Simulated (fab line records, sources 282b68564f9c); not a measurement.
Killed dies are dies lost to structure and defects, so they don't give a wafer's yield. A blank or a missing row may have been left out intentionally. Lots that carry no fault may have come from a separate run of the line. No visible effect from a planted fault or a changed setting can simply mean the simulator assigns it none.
fab line records ; flow rit_cmos
record lots=15; wafers=45; last_day=7
route steps=202 shown SPACER@125 M1@202
lots untouched by any fault: they come from a run of this same line in which no faults occurred
start_h: the number of hours between the record's first day and the start of the first shown wafer of the lot ; wait_h: hours from the lot's prior step to this one ; " identical to the entry in the row above ; L1.1+2: a row that stands for several wafers ; - either no value or no given start ; * or withheld: withheld ; < > ~ a bound
route shown NAME@n: a module of which the file shows steps, and the number in the route of the first ; usual: mean and standard deviation over wafers with no fault ; same: alike in all rows ; chamber/n: place in a boat ; sites: the reading at each site ; _std_site: standard deviation across them ; _edge_site: outer sites' mean less inner sites' ; radius_mm: how far each site lies from the wafer's centre ; mask NAME#n: copy n ; behind: the most recent tool/chamber to have shaped the wafer ; hold: why the lot went on hold/how many hours it stayed there/how the hold came to an end ; device: transistor that didn't switch, given as n, p or np ; end of line: tests run on the same wafers once the route is complete ; for a step that has no rows: nothing shown but its recipe ; killed: not the wafer's yield, but the dies lost to structure and defects at the first sort ; map: the dies of a wafer, with x for killed, . for not killed, _ for no die there
set.NAME: the run value of the setting; set.NAME@STEP: its run value at that earlier step ; model.NAME: the simulator's own value behind a step, which no gauge read
steps of the route over a sample of lots; a table a step, a row a wafer
## steps
# step RIT_SPACER_CLEAN_00
# recipe chemistry=SC1; mix=3:3:50; time_s=600; temp_c=75
# usual bath_guard_temp_C=75.1/0.41; bath_heat_duty_pct=16.1/1.8
lot.wafer;tool;chamber;start_h;wait_h;bath_guard_temp_C;bath_heat_duty_pct
L237.1;wet_bench-04;1;53.08;0.1;75.2;16.8
L237.2;wet_bench-04;1;53.08;0.1;75.4;16.7
L237.5;wet_bench-04;1;53.08;0.1;75.4;16.8
L238.2;wet_bench-01;2;55.42;0.0;75.4;16.7
L238.3;wet_bench-01;2;55.42;0.0;75.5;17.8
L238.6;wet_bench-01;2;55.42;0.0;75.8;16.7
L240.2;wet_bench-04;0;66.41;0.0;74.8;17.9
L240.4;wet_bench-04;0;66.41;0.0;75.1;21.5
L240.6;wet_bench-04;0;66.41;0.0;75.0;18.4
L241.2;wet_bench-01;3;73.00;0.0;75.4;13.5
L241.3;wet_bench-01;3;73.00;0.0;75.6;14.8
L241.5;wet_bench-01;3;73.00;0.0;75.4;15.0
L243.3;wet_bench-01;1;81.26;0.0;75.7;16.5
L243.5;wet_bench-01;1;81.26;0.0;75.1;15.6
L243.6;wet_bench-01;1;81.26;0.0;75.8;16.0
L244.1;wet_bench-04;1;90.23;0.1;75.2;17.2
L244.2;wet_bench-04;1;90.23;0.1;75.1;17.4
L244.3;wet_bench-04;1;90.23;0.1;75.6;16.1
L245.1;wet_bench-01;0;94.56;0.1;74.5;13.1
L245.3;wet_bench-01;0;94.56;0.1;74.7;13.4
L245.5;wet_bench-01;0;94.56;0.1;75.0;13.0
L247.1;wet_bench-01;3;105.95;0.1;75.0;14.0
L247.2;wet_bench-01;3;105.95;0.1;75.8;13.9
L247.5;wet_bench-01;3;105.95;0.1;75.3;13.9
L248.4;wet_bench-03;2;109.75;0.0;75.0;16.6
L248.5;wet_bench-03;2;109.75;0.0;74.8;15.1
L248.6;wet_bench-03;2;109.75;0.0;74.7;15.5
L249.2;wet_bench-03;1;115.06;0.0;75.3;16.2
L249.4;wet_bench-03;1;115.06;0.0;75.1;16.6
L249.6;wet_bench-03;1;115.06;0.0;75.6;17.6
L251.3;wet_bench-01;1;123.75;0.0;75.6;15.9
L251.4;wet_bench-01;1;123.75;0.0;75.5;16.3
L251.5;wet_bench-01;1;123.75;0.0;75.3;16.8
L256.1;wet_bench-04;1;151.00;0.1;-;-
L256.3;wet_bench-04;1;151.00;0.1;-;-
L256.5;wet_bench-04;1;151.00;0.1;-;-
L257.1;wet_bench-03;2;153.54;0.1;-;-
L257.4;wet_bench-03;2;153.54;0.1;-;-
L257.5;wet_bench-03;2;153.54;0.1;-;-
L258.4;wet_bench-03;0;156.37;0.0;-;-
L258.5;wet_bench-03;0;156.37;0.0;-;-
L258.6;wet_bench-03;0;156.37;0.0;-;-
L259.2;wet_bench-01;3;164.67;0.0;75.6;14.6
L259.4;wet_bench-01;3;164.67;0.0;75.3;14.8
L259.6;wet_bench-01;3;164.67;0.0;75.5;14.2
# step RIT_M1_PROBE_99
# usual killed_at_contacts=0.1/0.23; killed_at_front_end=6.7/2.7; killed_dies=6.7/2.7; killed_open=3.2/1.8; killed_short=3.5/1.9
# same gross_dies=264; killed_at_M0_to_M3=0; killed_at_M4_up=0; killed_at_back_side=0; killed_at_other=0
lot.wafer;tool;chamber;start_h;wait_h;killed_at_contacts;killed_at_front_end;killed_dies;killed_open;killed_short
L249.2;prober-01;-;130.08;0.1;0;6;6;4;1
L249.4;prober-01;-;130.18;0.2;0;6;6;2;4
L249.6;prober-01;-;130.28;0.2;0;8;8;4;4
L256.1;prober-02;-;166.14;0.1;0;6;6;2;4
L256.3;prober-02;-;166.24;0.2;0;4;4;0;4
# killed by level:class
L249.2 REOX:geometric_particle:open=3 GATE:geometric_particle:open=1 REOX:geometric_particle:short=1 NLDD:coat_microbubble_printed=1
L249.4 GATE:geometric_particle:short=2 ACTIVE:geometric_particle:short=1 GATE:geometric_particle:open=1 SPACER:geometric_particle:short=1 SPACER:geometric_particle:open=1
L249.6 GATE:geometric_particle:open=3 GATE:geometric_particle:short=2 FOX1:geometric_particle:short=1 REOX:geometric_particle:short=1 REOX:geometric_particle:open=1
L256.1 FOX1:geometric_particle:short=1 GATE:geometric_particle:short=1 GATE:geometric_particle:open=1 REOX:geometric_particle:short=1 SPACER:geometric_particle:open=1 SPACER:geometric_particle:short=1
L256.3 SPACER:geometric_particle:short=2 GATE:geometric_particle:short=1 SILICIDE:geometric_particle:short=1
## key
first_sign step=RIT_SPACER_CLEAN_00; reading=tool_record; direction=missing
effect none on later readings
met_at RIT_SPACER_CLEAN_00
struck_lots L256,L257,L258
tester_left_out L256,L257,L258
onset_between 115.06 151.00
fault kind=skipped_step_whole; tool=wet_bench-03,wet_bench-04; chamber=-; onset_h=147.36; steps=RIT_SPACER_CLEAN_00; scope=struck_lots_only
# tester_left_out: of these lots the tester's yield and bins aren't shown, on N5 and GAA mostly nor the transistor test; their killed dies are dies lost to structure and defects alone, not to doping, threshold or leakage, so they don't give the yield
